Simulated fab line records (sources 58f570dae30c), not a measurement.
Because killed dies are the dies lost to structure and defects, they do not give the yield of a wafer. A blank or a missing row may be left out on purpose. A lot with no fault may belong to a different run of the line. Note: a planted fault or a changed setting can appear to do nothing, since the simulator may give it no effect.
Chamber matching + flow berkeleyCmos170 + UCB170_NWELL_ETCH_13 on rieDiel-01 has 4 sister chambers
The step etches Si3N4 in CH3F/Ar/O2, stops on SiO2, target depth 246.4 nm, time 154 s. 4 wafers are shown with their chamber, then 7 later ones without.

## WAFERS PAIRED WITH THEIR CHAMBERS
| wafer  | chamber | drypumpMotorCurrentA (A) |
|--------|---------|--------------------------|
| L275.6 | 3       | 5.5                      |
| L280.1 | 2       | 5.9                      |
| L282.2 | 1       | 6.0                      |
| L282.4 | 0       | 5.6                      |

## WAFERS MISSING THEIR CHAMBER
| wafer  | drypumpMotorCurrentA (A) |
|--------|--------------------------|
| L282.5 | 5.9                      |
| L283.1 | 6.0                      |
| L283.2 | 5.6                      |
| L283.3 | 5.5                      |
| L284.1 | 6.0                      |
| L284.2 | 5.9                      |
| L284.4 | 5.7                      |

## EACH ONE'S CHAMBER
| wafer  | from the rows above | in truth                   |
|--------|---------------------|----------------------------|
| L282.5 | 2                   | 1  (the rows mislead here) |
| L283.1 | 1                   | 1                          |
| L283.2 | 0                   | 0                          |
| L283.3 | 3                   | 3                          |
| L284.1 | 1                   | 1                          |
| L284.2 | 2                   | 2                          |
| L284.4 | 0                   | 0                          |
Placed correctly: 6 of 7. From these rows, 0 cannot be placed. Wrongly placed: 1.
How it was worked out, from the rows above alone: a wafer's distance from a chamber is the root of the sum, over the readings, of the square of ((its reading less the chamber's mean) divided by the reading's scatter). If the next closest chamber is less than 2 further off than the closest, the wafer can't be placed; otherwise it belongs to the closest. Each chamber's mean is taken over the wafers shown for it. The scatter (one wafer shown for each chamber): square how far every hidden wafer sits from the nearest shown wafer, average those squares and take the square root.
